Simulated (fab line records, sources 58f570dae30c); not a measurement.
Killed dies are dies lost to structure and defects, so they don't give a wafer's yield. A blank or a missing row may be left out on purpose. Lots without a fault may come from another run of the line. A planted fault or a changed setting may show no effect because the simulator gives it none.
fab line records | flow berkeley_cmos170
record lots=5 wafers=15 last_day=12
route steps=331 shown NVT@105 PVT@115 GATE@125 FIELD@126
lots that met no fault: from a run of the same line without faults
start_h: hours from the record's first day to the start of the lot's first wafer shown | wait_h: hours since the lot's step before | " the same as in the row above | L1.1+2: a row that stands for several wafers | - no value, or no start given | * or withheld: withheld | < > ~ a bound
route shown NAME@n: a module of which the file shows steps, and the number in the route of the first | usual: mean/standard deviation of fault-free wafers | same: alike in all rows | chamber/n: place in a boat | sites: the reading at each site | _std_site: their standard deviation | _edge_site: outer sites' mean less inner sites' | radius_mm: how far each site lies from the wafer's centre | mask NAME#n: copy n | behind: the tool/chamber that last shaped the wafer | hold: why the lot was held/for how many hours/how that ended | device: the transistor (n, p or np) that didn't switch | end of line: the same wafers' tests at the end of the route | a step without rows: its recipe alone | killed: dies lost to structure and defects at the first sort, not the wafer's yield | map: a wafer's dies, x killed, . not, _ none there
set.NAME: the setting as run; set.NAME@STEP: as run at that earlier step | model.NAME: the simulator's own value behind a step, which no gauge read
lots at some steps of the route; a table a step, a row a wafer
services: from which hour (start_h, from the record's first day; less than 0 if before it) a tool's chamber was out of use, for how many hours, and why
## steps
# step UCB170_NVT_COAT_01
# recipe resist=KrF spin_rpm=1500 resist_thk_nm=900
# columns lot.wafer tool chamber start_h wait_h
L074.1+3+4 litho_track-02 0 128.52 0.1
L076.1+2+5 litho_track-02 0 138.22 0.1
L081.3+4+5 litho_track-01 0 164.68 0.1
L086.1+2+5 litho_track-02 0 199.38 0.1
L094.2+5+6 litho_track-02 0 237.47 0.1
# step UCB170_NVT_SOFTBAKE_02
# recipe resist=KrF temp_c=130 time_s=60
# usual heater_power_total_W=56.80/0.048
# columns lot.wafer tool chamber start_h wait_h heater_power_total_W
L074.1 litho_track-02 0 128.67 0.1 56.73
L074.3 " 0 " " 56.79
L074.4 " 0 " " 56.82
L076.1 litho_track-02 0 138.37 0.1 56.80
L076.2 " 0 " " 56.80
L076.5 " 0 " " 56.84
L081.3 litho_track-01 0 164.83 0.1 56.77
L081.4 " 0 " " 56.88
L081.5 " 0 " " 56.72
L086.1 litho_track-02 0 199.53 0.1 56.77
L086.2 " 0 " " 56.76
L086.5 " 0 " " 56.81
L094.2 litho_track-02 0 237.62 0.1 56.82
L094.5 " 0 " " 56.75
L094.6 " 0 " " 56.85
# step UCB170_NVT_EXPOSE_03
# recipe mask_id=PWELL target_cd_nm=3000 na=0.5 sigma_outer=0.6 source_shape=conventional dose_mj=30
# columns lot.wafer tool chamber start_h wait_h mask
L074.1+3+4 krf_scanner-02 0 128.99 0.3 PWELL#0
L076.1+2+5 krf_scanner-02 0 138.64 0.2 PWELL#0
L081.3+4+5 krf_scanner-02 0 165.21 0.4 PWELL#0
L086.1+2+5 krf_scanner-02 0 200.05 0.5 PWELL#0
L094.2+5+6 krf_scanner-01 0 238.01 0.4 PWELL#0
# step UCB170_NVT_PEB_04
# recipe peb_temp_c=130 peb_time_s=withheld resist=KrF
# usual heater_power_total_W=56.80/0.048
# columns lot.wafer tool chamber start_h wait_h heater_power_total_W
L074.1 litho_track-01 0 129.92 0.9 56.83
L074.3 " 0 " " 56.85
L074.4 " 0 " " 56.87
L076.1 litho_track-02 0 138.79 0.1 56.77
L076.2 " 0 " " 56.77
L076.5 " 0 " " 56.88
L081.3 litho_track-03 0 165.71 0.5 56.73
L081.4 " 0 " " 56.87
L081.5 " 0 " " 56.82
L086.1 litho_track-03 0 200.17 0.1 56.87
L086.2 " 0 " " 56.83
L086.5 " 0 " " 56.81
L094.2 litho_track-01 0 238.13 0.1 56.88
L094.5 " 0 " " 56.76
L094.6 " 0 " " 56.80
# step UCB170_NVT_DEVELOP_05
# recipe developer=TMAH develop_time_s=45 resist=KrF dev_temp_c=21
# columns lot.wafer tool chamber start_h wait_h
L074.1+3+4 litho_track-01 0 - -
L076.1+2+5 litho_track-02 0 - -
L081.3+4+5 litho_track-03 0 - -
L086.1+2+5 litho_track-03 0 - -
L094.2+5+6 litho_track-01 0 - -
# step UCB170_NVT_OVL_MEAS_06
# usual NVT_OVL=-4/4.7
# columns lot.wafer tool chamber start_h wait_h NVT_OVL[nm]
L074.1 overlay-01 - 130.20 - -2
L074.3 " - " " -1
L074.4 " - " " 4
L076.1 overlay-01 - 139.07 - -12
L076.2 " - " " 0
L076.5 " - " " -6
L081.3 overlay-01 - 165.95 - -5
L081.4 " - " " -5
L081.5 " - " " -8
L086.1 overlay-01 - 200.44 - -3
L086.2 " - " " -4
L086.5 " - " " -5
L094.2 overlay-01 - 238.39 - 0
L094.5 " - " " -2
L094.6 " - " " 3
# step UCB170_NVT_IMPLANT_07
# recipe species=BF2 dose_cm2=3e+12 energy_kev=50 tilt_deg=7
# usual dose_ions_cm2=3e+12/3.9e+09 faraday_current_uA=9.52/0.19
# columns lot.wafer tool chamber start_h wait_h dose_ions_cm2 faraday_current_uA
L074.1 implanter-04 0 130.23 0.0 2.997e+12 9.30
L074.3 " 0 " " 2.998e+12 9.76
L074.4 " 0 " " 2.994e+12 9.50
L076.1 implanter-02 0 139.10 0.0 3.002e+12 9.80
L076.2 " 0 " " 3.003e+12 10.05
L076.5 " 0 " " 3.001e+12 9.68
L081.3 implanter-02 0 166.02 0.1 3e+12 9.37
L081.4 " 0 " " 2.997e+12 9.55
L081.5 " 0 " " 2.999e+12 9.69
L086.1 implanter-04 0 200.48 0.0 3.001e+12 9.63
L086.2 " 0 " " 2.997e+12 9.67
L086.5 " 0 " " 2.998e+12 9.67
L094.2 implanter-02 0 238.44 0.0 3e+12 9.39
L094.5 " 0 " " 2.998e+12 9.37
L094.6 " 0 " " 3.003e+12 9.59
# step UCB170_NVT_STRIP_08
# recipe chemistry=O2 power_w=400 pressure_mtorr=3500 platen_temp_c=withheld o2_flow_sccm=400 overash_fraction=0.5
# usual drypump_motor_current_A=5.5/0.4 oes_product_au=0.735/0.0045 strip_time_to_endpoint_s=21.69/0.089
# columns lot.wafer tool chamber start_h wait_h drypump_motor_current_A oes_product_au rf_hours_counter_h strip_time_to_endpoint_s
L074.1 plasma_asher-03 0 130.38 0.1 5.5 0.729 39 21.51
L074.3 " 1 " " 6.1 0.727 - 21.53
L074.4 " 0 " " 5.5 0.737 - 21.46
L076.1 plasma_asher-01 0 139.25 0.1 5.7 0.729 3 21.68
L076.2 " 1 " " 5.1 0.734 3 21.68
L076.5 " 0 " " 5.7 0.739 - 21.67
L081.3 plasma_asher-04 1 166.16 0.1 5.1 0.737 - 21.84
L081.4 " 0 " " 6.0 0.736 - 21.71
L081.5 " 1 " " 5.1 0.732 - 21.83
L086.1 plasma_asher-04 0 200.63 0.1 6.0 0.732 49 21.73
L086.2 " 1 " " 5.1 0.733 49 21.70
L086.5 " 1 " " 5.1 0.734 - 21.74
L094.2 plasma_asher-01 1 238.57 0.1 5.1 0.745 14 21.68
L094.5 " 0 " " 5.7 0.739 - 21.76
L094.6 " 1 " " 5.1 0.735 - 21.64
# step UCB170_NVT_TW_MEAS_09
# usual NVT_TW=522/6
# columns lot.wafer tool chamber start_h wait_h NVT_TW
L074.1 film_metro-03 - 130.48 0.1 528
L074.3 " - " " 527
L074.4 " - " " 526
L076.1 film_metro-04 - 139.35 0.1 531
L076.2 " - " " 531
L076.5 " - " " 530
L081.3 film_metro-02 - 166.24 0.1 516
L081.4 " - " " 516
L081.5 " - " " 515
L086.1 film_metro-04 - 200.73 0.1 531
L086.2 " - " " 526
L086.5 " - " " 527
L094.2 film_metro-02 - 238.68 0.1 518
L094.5 " - " " 518
L094.6 " - " " 518
# step UCB170_NVT_CLEAN_10
# recipe chemistry=SPM temp_c=120 time_s=600
# columns lot.wafer tool chamber start_h wait_h
L074.1+3+4 wet_bench-03 1 130.56 0.1
L076.1+2+5 wet_bench-01 3 139.41 0.1
L081.3+4+5 wet_bench-03 1 166.28 0.0
L086.1+2+5 wet_bench-03 2 200.84 0.1
L094.2+5+6 wet_bench-02 3 238.79 0.1
# step UCB170_PVT_HMDS_00
# recipe prime_time_s=60 prime_temp_c=100
# columns lot.wafer tool chamber start_h wait_h
L074.1+3+4 litho_track-01 0 131.82 1.1
L076.1+2+5 litho_track-01 0 139.69 0.1
L081.3+4+5 litho_track-01 0 166.71 0.3
L086.1+2+5 litho_track-03 0 201.17 0.1
L094.2+5+6 litho_track-04 0 239.34 0.4
# step UCB170_PVT_COAT_01
# recipe resist=KrF spin_rpm=1500 resist_thk_nm=900
# columns lot.wafer tool chamber start_h wait_h
L074.1+3+4 litho_track-01 0 131.97 0.1
L076.1+2+5 litho_track-01 0 139.84 0.1
L081.3+4+5 litho_track-01 0 166.86 0.1
L086.1+2+5 litho_track-03 0 201.32 0.1
L094.2+5+6 litho_track-04 0 239.49 0.1
# step UCB170_PVT_SOFTBAKE_02
# recipe resist=KrF temp_c=130 time_s=60
# usual heater_power_total_W=56.80/0.041
# columns lot.wafer tool chamber start_h wait_h heater_power_total_W
L074.1 litho_track-01 0 132.12 0.1 56.93
L074.3 " 0 " " 56.85
L074.4 " 0 " " 56.77
L076.1 litho_track-01 0 139.99 0.1 56.75
L076.2 " 0 " " 56.87
L076.5 " 0 " " 56.80
L081.3 litho_track-01 0 167.01 0.1 56.77
L081.4 " 0 " " 56.78
L081.5 " 0 " " 56.82
L086.1 litho_track-03 0 201.47 0.1 56.85
L086.2 " 0 " " 56.79
L086.5 " 0 " " 56.81
L094.2 litho_track-04 0 239.64 0.1 56.77
L094.5 " 0 " " 56.78
L094.6 " 0 " " 56.81
# step UCB170_PVT_EXPOSE_03
# recipe mask_id=NWELL target_cd_nm=3000 na=0.5 sigma_outer=0.6 source_shape=conventional dose_mj=30
# columns lot.wafer tool chamber start_h wait_h mask
L074.1+3+4 krf_scanner-02 0 132.35 0.2 NWELL#0
L076.1+2+5 krf_scanner-01 0 140.14 0.1 NWELL#0
L081.3+4+5 krf_scanner-01 0 167.28 0.2 NWELL#0
L086.1+2+5 krf_scanner-02 0 201.73 0.2 NWELL#0
L094.2+5+6 krf_scanner-02 0 239.78 0.1 NWELL#0
# step UCB170_PVT_PEB_04
# recipe peb_temp_c=130 peb_time_s=withheld resist=KrF
# usual heater_power_total_W=56.80/0.042
# columns lot.wafer tool chamber start_h wait_h heater_power_total_W
L074.1 litho_track-01 0 133.17 0.8 56.79
L074.3 " 0 " " 56.80
L074.4 " 0 " " 56.84
L076.1 litho_track-03 0 140.50 0.3 56.77
L076.2 " 0 " " 56.85
L076.5 " 0 " " 56.86
L081.3 litho_track-04 0 167.40 0.1 56.77
L081.4 " 0 " " 56.86
L081.5 " 0 " " 56.77
L086.1 litho_track-04 0 201.85 0.1 56.78
L086.2 " 0 " " 56.80
L086.5 " 0 " " 56.84
L094.2 litho_track-01 0 239.99 0.2 56.78
L094.5 " 0 " " 56.78
L094.6 " 0 " " 56.83
# step UCB170_PVT_DEVELOP_05
# recipe developer=TMAH develop_time_s=45 resist=KrF dev_temp_c=21
# columns lot.wafer tool chamber start_h wait_h
L074.1+3+4 litho_track-01 0 - -
L076.1+2+5 litho_track-03 0 - -
L081.3+4+5 litho_track-04 0 - -
L086.1+2+5 litho_track-04 0 - -
L094.2+5+6 litho_track-01 0 - -
# step UCB170_PVT_OVL_MEAS_06
# usual PVT_OVL=2/5.8
# columns lot.wafer tool chamber start_h wait_h PVT_OVL[nm]
L074.1 overlay-01 - 133.47 - -2
L074.3 " - " " 2
L074.4 " - " " -3
L076.1 overlay-01 - 140.78 - 6
L076.2 " - " " 9
L076.5 " - " " 7
L081.3 overlay-01 - 167.64 - 3
L081.4 " - " " 1
L081.5 " - " " -3
L086.1 overlay-02 - 202.13 - 5
L086.2 " - " " 4
L086.5 " - " " 2
L094.2 overlay-01 - 240.24 - -7
L094.5 " - " " -11
L094.6 " - " " -7
# step UCB170_PVT_IMPLANT_07
# recipe species=P dose_cm2=2e+12 energy_kev=30 tilt_deg=7
# usual dose_ions_cm2=1.9994e+12/2.1e+09 faraday_current_uA=6.34/0.13
# columns lot.wafer tool chamber start_h wait_h dose_ions_cm2 faraday_current_uA
L074.1 implanter-04 0 133.50 0.0 1.9983e+12 6.26
L074.3 " 0 " " 2.0002e+12 6.10
L074.4 " 0 " " 2.0025e+12 6.50
L076.1 implanter-02 0 140.81 0.0 2.0019e+12 6.27
L076.2 " 0 " " 1.9998e+12 6.36
L076.5 " 0 " " 1.9998e+12 6.51
L081.3 implanter-01 0 167.71 0.1 2.0007e+12 6.19
L081.4 " 0 " " 2.0008e+12 6.44
L081.5 " 0 " " 2.0014e+12 6.38
L086.1 implanter-02 0 202.16 0.0 2.0008e+12 6.36
L086.2 " 0 " " 2.0037e+12 6.19
L086.5 " 0 " " 1.9986e+12 6.18
L094.2 implanter-04 0 240.30 0.0 1.9981e+12 6.40
L094.5 " 0 " " 2.0019e+12 6.31
L094.6 " 0 " " 2.0006e+12 6.42
# step UCB170_PVT_STRIP_08
# recipe chemistry=O2 power_w=400 pressure_mtorr=3500 platen_temp_c=withheld o2_flow_sccm=400 overash_fraction=0.5
# usual drypump_motor_current_A=5.4/0.33 oes_product_au=0.734/0.0044 strip_time_to_endpoint_s=21.66/0.08
# columns lot.wafer tool chamber start_h wait_h drypump_motor_current_A oes_product_au rf_hours_counter_h strip_time_to_endpoint_s
L074.1 plasma_asher-04 0 133.65 0.1 6.0 0.736 42 21.69
L074.3 " 1 " " 5.1 0.741 - 21.67
L074.4 " 0 " " 6.0 0.732 - 21.67
L076.1 plasma_asher-01 0 140.96 0.1 5.7 0.739 3 21.62
L076.2 " 1 " " 5.1 0.736 3 21.62
L076.5 " 0 " " 5.7 0.723 - 21.65
L081.3 plasma_asher-02 1 167.85 0.1 5.4 0.740 - 21.69
L081.4 " 0 " " 5.5 0.736 - 21.73
L081.5 " 0 " " 5.5 0.733 - 21.75
L086.1 plasma_asher-01 0 202.31 0.1 5.7 0.732 10 21.61
L086.2 " 1 " " 5.1 0.738 10 21.60
L086.5 " 0 " " 5.7 0.739 - 21.64
L094.2 plasma_asher-01 1 240.42 0.1 5.0 0.741 14 21.58
L094.5 " 0 " " 5.6 0.731 - 21.54
L094.6 " 1 " " 5.1 0.737 - 21.53
# step UCB170_PVT_TW_MEAS_09
# usual PVT_TW=505/4.5
# columns lot.wafer tool chamber start_h wait_h PVT_TW
L074.1 film_metro-03 - 133.75 0.1 514
L074.3 " - " " 511
L074.4 " - " " 510
L076.1 film_metro-03 - 141.06 0.1 511
L076.2 " - " " 511
L076.5 " - " " 512
L081.3 film_metro-02 - 167.93 0.1 500
L081.4 " - " " 500
L081.5 " - " " 499
L086.1 film_metro-03 - 202.41 0.1 508
L086.2 " - " " 507
L086.5 " - " " 505
L094.2 film_metro-01 - 240.53 0.1 506
L094.5 " - " " 505
L094.6 " - " " 506
# step UCB170_GATE_WET_ETCH_00
# recipe chemistry=dHF dilution=25:1 target=SiO2 temp_c=25 time_s=200
# columns lot.wafer tool chamber start_h wait_h
L074.1+3+4 wet_bench-04 3 133.81 0.1
L076.1+2+5 wet_bench-04 0 141.12 0.1
L081.3+4+5 wet_bench-03 1 167.97 0.0
L086.1+2+5 wet_bench-03 0 202.47 0.1
L094.2+5+6 wet_bench-04 1 240.58 0.0
# step UCB170_FIELD_THK_MEAS_91
# recipe reads=SiO2_of_FIELD_OXIDATION_01
# usual FIELD_OXIDE_LEFT_2_THK=347/11
# columns lot.wafer tool chamber start_h wait_h FIELD_OXIDE_LEFT_2_THK[nm]
L074.1 film_metro-02 - 133.88 0.0 343
L074.3 " - " " 348
L074.4 " - " " 334
L076.1 film_metro-02 - 141.19 0.0 356
L076.2 " - " " 353
L076.5 " - " " 357
L081.3 film_metro-03 - 168.06 0.0 339
L081.4 " - " " 349
L081.5 " - " " 341
L086.1 film_metro-03 - 202.54 0.0 344
L086.2 " - " " 342
L086.5 " - " " 360
L094.2 film_metro-02 - 240.66 0.0 354
L094.5 " - " " 352
L094.6 " - " " 351
# step UCB170_GATE_OXIDATION_01
# recipe temp_c=850 ambient=O2 target_thk_a=66 ox_time_s=1800
# usual ox_temp_c_max=855.6/1.1 spike_tc_centre_C=852.5/1.1 spike_tc_source_C=872/3.8
# columns lot.wafer tool chamber start_h wait_h ox_temp_c_max spike_tc_centre_C spike_tc_source_C
L074.1 furnace-04 0 136.58 2.7 853.5 849.2 872
L074.3 " 0 " " 854.5 851.9 875
L074.4 " 0 " " 853.6 852.1 874
L076.1 furnace-02 0 147.45 6.2 855.9 854.0 871
L076.2 " 0 " " 857.0 851.4 868
L076.5 " 0 " " 855.3 854.4 871
L081.3 furnace-01 0 174.18 6.1 854.9 852.6 878
L081.4 " 0 " " 856.5 853.5 879
L081.5 " 0 " " 856.4 851.1 878
L086.1 furnace-02 0 212.65 10.1 859.6 854.4 870
L086.2 " 0 " " 855.3 853.1 870
L086.5 " 0 " " 856.0 851.7 869
L094.2 furnace-01 0 244.26 3.6 855.9 853.8 876
L094.5 " 0 " " 855.6 851.0 877
L094.6 " 0 " " 855.9 851.5 877
# step UCB170_GATE_THK_MEAS_02
# recipe reads=SiO2_of_GATE_OXIDATION_01
# usual GATE_OXIDE_THK=6.57/0.11
# columns lot.wafer tool chamber start_h wait_h GATE_OXIDE_THK[nm]
L074.1 film_metro-01 - 138.08 0.0 6.53
L074.3 " - " " 6.46
L074.4 " - " " 6.44
L076.1 film_metro-02 - 148.95 0.0 6.60
L076.2 " - " " 6.60
L076.5 " - " " 6.60
L081.3 film_metro-01 - 175.70 0.0 6.57
L081.4 " - " " 6.44
L081.5 " - " " 6.65
L086.1 film_metro-01 - 214.15 0.0 6.60
L086.2 " - " " 6.70
L086.5 " - " " 6.71
L094.2 film_metro-04 - 245.77 0.0 6.76
L094.5 " - " " 6.80
L094.6 " - " " 6.67
# step UCB170_GATE_ANNEAL_03
# recipe temp_c=900 time_s=1800 ambient=N2
# usual spike_tc_centre_C=902.1/1.2 spike_tc_source_C=923/3.2
# columns lot.wafer tool chamber start_h wait_h spike_tc_centre_C spike_tc_source_C
L074.1 furnace-02 0 142.10 4.0 904.0 918
L074.3 " 0 " " 902.5 921
L074.4 " 0 " " 904.7 919
L076.1 furnace-04 0 153.76 4.8 899.7 925
L076.2 " 0 " " 902.1 924
L076.5 " 0 " " 899.9 925
L081.3 furnace-01 0 181.34 5.6 901.3 927
L081.4 " 0 " " 901.5 930
L081.5 " 0 " " 901.5 929
L086.1 furnace-02 0 217.15 3.0 902.6 917
L086.2 " 0 " " 902.7 920
L086.5 " 0 " " 902.5 919
L094.2 furnace-04 0 247.98 2.2 901.2 925
L094.5 " 0 " " 900.4 925
L094.6 " 0 " " 902.5 925
# step UCB170_GATE_CVD_04
# recipe material=poly-Si temp_c=610 precursor=SiH4 time_s=1440 pressure_mtorr=375 target_thk_nm=214 sih4_flow_sccm=120
# usual spike_tc_centre_C=613.0/1.4 spike_tc_source_C=630.3/2.4
# columns lot.wafer tool chamber start_h wait_h spike_tc_centre_C spike_tc_source_C
L074.1 lpcvd-01 1 143.60 0.0 612.1 633.3
L074.3 " 1 " " 613.6 632.3
L074.4 " 1 " " 615.4 631.6
L076.1 lpcvd-02 0 155.40 0.1 611.1 629.9
L076.2 " 0 " " 613.4 628.9
L076.5 " 0 " " 611.2 630.2
L081.3 lpcvd-02 0 182.84 0.0 611.2 629.9
L081.4 " 0 " " 612.3 629.4
L081.5 " 0 " " 612.3 631.3
L086.1 lpcvd-02 1 218.65 0.0 615.1 625.3
L086.2 " 1 " " 613.5 627.2
L086.5 " 1 " " 614.9 629.0
L094.2 lpcvd-02 0 249.91 0.4 612.2 631.2
L094.5 " 0 " " 611.7 629.0
L094.6 " 0 " " 612.1 628.4
# step UCB170_GATE_THK_MEAS_05
# recipe reads=poly-Si_of_GATE_CVD_04
# usual GATE_POLY_THK=214.2/1.9
# columns lot.wafer tool chamber start_h wait_h GATE_POLY_THK[nm]
L074.1 film_metro-02 - 145.06 0.1 212.4
L074.3 " - " " 212.7
L074.4 " - " " 214.3
L076.1 film_metro-02 - 156.80 0.0 214.3
L076.2 " - " " 214.3
L076.5 " - " " 216.7
L081.3 film_metro-02 - 184.26 0.0 216.4
L081.4 " - " " 214.8
L081.5 " - " " 217.7
L086.1 film_metro-02 - 220.11 0.1 213.8
L086.2 " - " " 215.5
L086.5 " - " " 214.4
L094.2 film_metro-02 - 252.02 0.0 216.4
L094.5 " - " " 217.4
L094.6 " - " " 217.2
# step UCB170_GATE_COAT_06
# recipe resist=BARC temp_c=withheld time_s=withheld spin_rpm=3000 resist_thk_nm=withheld
# columns lot.wafer tool chamber start_h wait_h
L074.1+3+4 litho_track-04 0 145.51 0.4
L076.1+2+5 litho_track-02 0 156.93 0.1
L081.3+4+5 litho_track-04 0 184.43 0.2
L086.1+2+5 litho_track-04 0 220.47 0.4
L094.2+5+6 litho_track-04 0 252.37 0.3
# step UCB170_GATE_COAT_07
# recipe resist=KrF spin_rpm=1500 resist_thk_nm=900
# columns lot.wafer tool chamber start_h wait_h
L074.1+3+4 litho_track-04 0 - -
L076.1+2+5 litho_track-02 0 - -
L081.3+4+5 litho_track-04 0 - -
L086.1+2+5 litho_track-04 0 - -
L094.2+5+6 litho_track-04 0 - -
# step UCB170_GATE_SOFTBAKE_08
# recipe resist=KrF temp_c=130 time_s=60
# usual heater_power_total_W=56.80/0.05
# columns lot.wafer tool chamber start_h wait_h heater_power_total_W
L074.1 litho_track-04 0 - - 56.72
L074.3 " 0 " " 56.79
L074.4 " 0 " " 56.71
L076.1 litho_track-02 0 - - 56.86
L076.2 " 0 " " 56.83
L076.5 " 0 " " 56.80
L081.3 litho_track-04 0 - - 56.82
L081.4 " 0 " " 56.77
L081.5 " 0 " " 56.76
L086.1 litho_track-04 0 - - 56.85
L086.2 " 0 " " 56.87
L086.5 " 0 " " 56.81
L094.2 litho_track-04 0 - - 56.85
L094.5 " 0 " " 56.76
L094.6 " 0 " " 56.87
# step UCB170_GATE_EXPOSE_09
# recipe mask_id=POLY target_cd_nm=350 na=0.5 sigma_outer=0.6 source_shape=conventional dose_mj=21
# columns lot.wafer tool chamber start_h wait_h mask
L074.1+3+4 krf_scanner-02 0 146.11 - POLY#0
L076.1+2+5 krf_scanner-01 0 157.53 - POLY#0
L081.3+4+5 krf_scanner-01 0 185.03 - POLY#0
L086.1+2+5 krf_scanner-01 0 221.29 - POLY#0
L094.2+5+6 krf_scanner-02 0 252.94 - POLY#0
# step UCB170_GATE_PEB_10
# recipe peb_temp_c=130 peb_time_s=withheld resist=KrF
# usual heater_power_total_W=56.80/0.047
# columns lot.wafer tool chamber start_h wait_h heater_power_total_W
L074.1 litho_track-03 0 146.57 0.4 56.76
L074.3 " 0 " " 56.66
L074.4 " 0 " " 56.73
L076.1 litho_track-03 0 158.10 0.6 56.85
L076.2 " 0 " " 56.82
L076.5 " 0 " " 56.83
L081.3 litho_track-02 0 185.19 0.1 56.78
L081.4 " 0 " " 56.87
L081.5 " 0 " " 56.79
L086.1 litho_track-03 0 221.40 0.1 56.80
L086.2 " 0 " " 56.80
L086.5 " 0 " " 56.74
L094.2 litho_track-03 0 253.27 0.3 56.87
L094.5 " 0 " " 56.81
L094.6 " 0 " " 56.87
# step UCB170_GATE_DEVELOP_11
# recipe developer=TMAH develop_time_s=45 resist=KrF dev_temp_c=21
# columns lot.wafer tool chamber start_h wait_h
L074.1+3+4 litho_track-03 0 - -
L076.1+2+5 litho_track-03 0 - -
L081.3+4+5 litho_track-02 0 - -
L086.1+2+5 litho_track-03 0 - -
L094.2+5+6 litho_track-03 0 - -
# step UCB170_GATE_CD_MEAS_12
# recipe target_cd_nm=350
# usual cd_nm=349.8/1.4
# columns lot.wafer tool chamber start_h wait_h cd_nm
L074.1 cd_sem-01 - 146.85 - 351.4
L074.3 " - " " 351.3
L074.4 " - " " 351.7
L076.1 cd_sem-02 - 158.37 - 349.4
L076.2 " - " " 348.2
L076.5 " - " " 349.3
L081.3 cd_sem-02 - 185.46 - 349.4
L081.4 " - " " 350.0
L081.5 " - " " 350.9
L086.1 cd_sem-01 - 221.68 - 349.1
L086.2 " - " " 350.8
L086.5 " - " " 349.7
L094.2 cd_sem-01 - 253.56 - 346.8
L094.5 " - " " 347.2
L094.6 " - " " 346.4
# step UCB170_GATE_OVL_MEAS_13
# usual GATE_OVL=0/5.9
# columns lot.wafer tool chamber start_h wait_h GATE_OVL[nm]
L074.1 overlay-01 - 146.97 0.1 -3
L074.3 " - " " 5
L074.4 " - " " 0
L076.1 overlay-01 - 158.49 0.1 -12
L076.2 " - " " -9
L076.5 " - " " -7
L081.3 overlay-02 - 185.55 0.1 -14
L081.4 " - " " 4
L081.5 " - " " -7
L086.1 overlay-01 - 221.80 0.1 -6
L086.2 " - " " 3
L086.5 " - " " -4
L094.2 overlay-01 - 253.66 0.1 2
L094.5 " - " " 0
L094.6 " - " " 2
# step UCB170_GATE_ETCH_14
# recipe chemistry=N2/H2 target_depth_a=withheld overetch_a=withheld target=BARC time_s=withheld source_w=500 bias_w=100 pressure_mtorr=30 n2_flow_sccm=100 h2_flow_sccm=200
# usual bias_w=99.98/0.26 drypump_motor_current_A=5.4/0.38 oes_product_au=0.996/0.018 throttle_valve_pct=13.34/0.2
# columns lot.wafer tool chamber start_h wait_h bias_w drypump_motor_current_A oes_product_au throttle_valve_pct
L074.1 rie_diel-03 0 147.01 0.0 100.04 5.3 0.999 13.36
L074.3 " 3 " " 99.94 6.2 0.996 13.22
L074.4 " 1 " " 99.46 6.0 0.971 13.17
L076.1 rie_diel-01 3 158.53 0.0 99.82 5.3 1.029 13.46
L076.2 " 1 " " 99.85 5.4 0.991 13.69
L076.5 " 3 " " 99.84 5.3 1.024 13.46
L081.3 rie_diel-04 0 185.58 0.0 100.30 5.1 1.001 13.45
L081.4 " 2 " " 100.09 5.0 0.962 13.51
L081.5 " 3 " " 100.06 5.5 0.990 13.27
L086.1 rie_diel-01 1 221.83 0.0 100.28 5.5 1.005 13.67
L086.2 " 3 " " 99.76 5.3 1.029 13.45
L086.5 " 1 " " 100.11 5.4 0.992 13.67
L094.2 rie_diel-04 1 253.69 0.0 100.05 5.5 1.009 13.37
L094.5 " 1 " " 100.07 5.5 1.010 13.36
L094.6 " 0 " " 99.59 5.1 1.005 13.44
# step UCB170_GATE_ETCH_15
# recipe chemistry=HBr/Cl2 target=poly-Si stop_on=SiO2 over_etch_frac=0.3 icp_w=300 bias_w=150 time_s=56.3 pressure_mtorr=15 HBr_flow_sccm=150 Cl2_flow_sccm=50 target_depth_a=2782
# usual bias_w=150.0/0.45 drypump_motor_current_A=5.4/0.48 oes_product_au=0.830/0.014 throttle_valve_pct=26.46/0.24
# columns lot.wafer tool chamber start_h wait_h bias_w drypump_motor_current_A oes_product_au rf_hours_counter_h throttle_valve_pct
L074.1 rie_si-01 0 147.05 - 150.2 6.0 0.834 36 26.44
L074.3 " 2 " " 149.9 6.0 0.811 97 26.82
L074.4 " 1 " " 149.5 4.8 0.846 1 26.64
L076.1 rie_si-02 2 158.57 - 150.4 4.9 0.837 85 26.74
L076.2 " 1 " " 149.7 5.7 0.841 15 26.45
L076.5 " 1 " " 149.8 5.7 0.836 - 26.46
L081.3 rie_si-01 1 185.62 - 149.5 4.9 0.852 1 26.64
L081.4 " 2 " " 149.6 6.0 0.805 97 26.81
L081.5 " 2 " " 150.0 6.0 0.812 - 26.81
L086.1 rie_si-02 1 221.88 - 149.8 5.7 0.833 15 26.45
L086.2 " 3 " " 149.7 5.5 0.820 2 26.44
L086.5 " 1 " " 149.5 5.7 0.829 - 26.44
L094.2 rie_si-02 3 253.73 - 150.0 5.5 0.823 2 26.44
L094.5 " 1 " " 149.9 5.7 0.842 - 26.46
L094.6 " 0 " " 150.2 5.3 0.821 - 26.18
# step UCB170_GATE_STRIP_16
# recipe chemistry=O2 power_w=400 pressure_mtorr=3500 platen_temp_c=withheld o2_flow_sccm=400 overash_fraction=0.5
# usual drypump_motor_current_A=5.6/0.3 oes_product_au=0.724/0.0047
# columns lot.wafer tool chamber start_h wait_h drypump_motor_current_A oes_product_au rf_hours_counter_h
L074.1 plasma_asher-02 0 147.10 0.0 5.5 0.734 33
L074.3 " 1 " " 5.4 0.727 -
L074.4 " 0 " " 5.6 0.726 -
L076.1 plasma_asher-01 1 158.62 0.0 5.1 0.729 5
L076.2 " 0 " " 5.7 0.730 5
L076.5 " 0 " " 5.7 0.730 -
L081.3 plasma_asher-03 0 185.70 0.1 5.5 0.723 -
L081.4 " 1 " " 6.1 0.722 -
L081.5 " 0 " " 5.5 0.717 -
L086.1 plasma_asher-03 1 221.95 0.0 6.1 0.717 49
L086.2 " 0 " " 5.5 0.726 49
L086.5 " 0 " " 5.5 0.727 -
L094.2 plasma_asher-02 1 253.78 0.0 5.4 0.727 45
L094.5 " 0 " " 5.6 0.728 -
L094.6 " 1 " " 5.5 0.722 -
## services
# columns tool chamber start_h hours kind
krf_scanner-02 - 106.40 1.3 pm
krf_scanner-01 - 107.96 1.0 pm
plasma_asher-01 - 108.75 9.0 pm
krf_scanner-02 - 120.38 1.0 repair
krf_scanner-02 - 132.50 1.0 pm
krf_scanner-01 - 133.98 0.8 pm
krf_scanner-02 - 143.87 0.7 repair
furnace-04 - 146.03 2.4 repair
krf_scanner-02 - 157.02 0.8 pm
wet_bench-04 - 159.40 6.3 repair
implanter-04 - 173.15 2.2 repair
rie_si-02 1 174.28 3.5 repair
plasma_asher-02 - 185.16 1.3 repair
krf_scanner-01 - 200.76 4.0 pm
furnace-02 - 207.68 3.7 pm
krf_scanner-01 - 207.81 1.3 pm
rie_si-02 0 208.94 2.2 repair
furnace-04 - 209.10 4.6 pm
plasma_asher-01 - 217.24 1.8 repair
implanter-02 - 217.76 9.3 repair
rie_si-02 2 220.66 4.8 repair
plasma_asher-03 - 227.57 1.5 repair
implanter-04 - 229.87 6.6 repair
plasma_asher-01 - 248.27 14.6 pm
## key
fault none
